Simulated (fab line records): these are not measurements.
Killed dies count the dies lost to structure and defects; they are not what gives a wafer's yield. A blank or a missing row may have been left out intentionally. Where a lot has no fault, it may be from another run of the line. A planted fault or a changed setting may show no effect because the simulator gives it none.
Which tool was responsible?    flow ritCmos    Sampling: 14 lots, 42 wafers, 3 of 202 route steps

## WHAT THE GAUGES READ, wafer by wafer
RIT_PLDD_TW_MEAS_10.
lot   measured     on            PLDD_TW
L947  day 2 19:41  filmMetro-01  2337 2325 2327
L948  day 3 01:03  filmMetro-01  2339 2353 2338
L950  day 3 09:59  filmMetro-02  2345 2341 2339
L951  day 3 15:26  filmMetro-03  2335 2319 2328
L952  day 4 01:30  filmMetro-03  2319 2315 2337
L955  day 4 13:31  filmMetro-02  2327 2319 2334
L958  day 5 03:04  filmMetro-02  2347 2342 2366
L959  day 5 08:50  filmMetro-01  2358 2357 2354
L960  day 5 17:28  filmMetro-02  2345 2340 2355
L961  day 5 22:05  filmMetro-03  2313 2324 2332
L962  day 6 00:26  filmMetro-03  2338 2325 2338
L964  day 6 12:29  filmMetro-01  2343 2352 2340
L967  day 7 03:19  filmMetro-03  2327 2323 2315
L970  day 7 17:31  filmMetro-01  2331 2328 2324

RIT_NSD_OVL_MEAS_06.
lot   measured     on          NSD_OVL (nm)
L947  day 2 23:17  overlay-01  0.7 -1.9 -1.7
L948  day 3 04:35  overlay-02  0.3 -0.1 -0.9
L950  day 3 13:41  overlay-02  -2.4 -1.1 -0.1
L951  day 3 18:58  overlay-01  1.8 3.0 1.4
L952  day 4 04:55  overlay-01  1.3 -0.2 0.3
L955  day 4 17:04  overlay-02  361.9 359.4 360.3
L958  day 5 06:35  overlay-01  361.9 361.0 362.2
L959  day 5 12:34  overlay-02  -2.5 -0.4 -2.6
L960  day 5 21:04  overlay-01  -2.3 -1.5 -0.7
L961  day 6 02:26  overlay-02  -1.4 1.7 0.2
L962  day 6 03:51  overlay-01  3.5 0.8 0.7
L964  day 6 16:01  overlay-02  1.7 0.3 0.7
L967  day 7 06:55  overlay-01  0.2 3.3 3.3
L970  day 7 21:04  overlay-02  0.1 -2.7 0.3

## EACH LOT AND THE TOOL THAT RAN IT (in order: tool; ch and the chambers of the sampled wafers; start)
lot   RIT_NSD_EXPOSE_03
L947  ilineStepper-02 ch 0, day 2 22:54
L948  ilineStepper-01 ch 0, day 3 04:11
L950  ilineStepper-02 ch 0, day 3 13:17
L951  ilineStepper-01 ch 0, day 3 18:34
L952  ilineStepper-01 ch 0, day 4 04:31
L955  ilineStepper-02 ch 0, day 4 16:40
L958  ilineStepper-02 ch 0, day 5 06:12
L959  ilineStepper-01 ch 0, day 5 12:10
L960  ilineStepper-01 ch 0, day 5 20:40
L961  ilineStepper-01 ch 0, day 6 02:02
L962  ilineStepper-01 ch 0, day 6 03:28
L964  ilineStepper-01 ch 0, day 6 15:37
L967  ilineStepper-01 ch 0, day 7 06:32
L970  ilineStepper-01 ch 0, day 7 20:40
- RIT_NSD_EXPOSE_03: exposes mask M9, target cd 40700 nm.

## AS READ BY THE TOOLS THEMSELVES (means over the sampled wafers that have a number; for cases with no such wafer, the mark the record gives instead)
The record holds no such reading with a usual standard deviation.

## THE ANSWER, worked out from the rows above alone
Rule: the lots themselves supply what counts as usual. The widest of any qualifying gaps counts: lots, ordered by their means at a reading, are off when they make up no more than a third of the lots, leave a main group of 4 or more, and stand apart from it by 3 or more times the standard deviation of that group's means. A main group whose means are all the same, to the digits that the tables above print for the reading, isn't used. A lot without any number at a reading at which 4 lots or more have one is off too. Any other lot the step has rows for is counted as sound. The gauges are gone through in route order, then the tools' own readings, and for those a lot's mean is taken as printed above. At the first step where some lot is off, the reading lying furthest off is the one used; lots without a number count as furthest.
Off: L955, L958, seen at RIT_NSD_OVL_MEAS_06 (NSD_OVL). The main group has a mean of 0.1 nm with a standard deviation of 1.3.
If a tool, at a process step before that reading, ran all the lots that are off and no sound lot after the first of them, it fits. Those tools and the gauges at RIT_NSD_OVL_MEAS_06 are tried in the same way. One fits: RIT_NSD_EXPOSE_03 on ilineStepper-02. A fault onset in the window from L950 (day 3 13:17, its last sound lot) to L955 (day 4 16:40, its first lot off) fits.

## WHAT THE SIMULATOR HAD INSERTED
Scanner matching overlay: ilineStepper-02, from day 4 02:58 on, at RIT_NSD_EXPOSE_03. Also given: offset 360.
Shown lots that were struck: L955, L958. Same finding as the rule above.
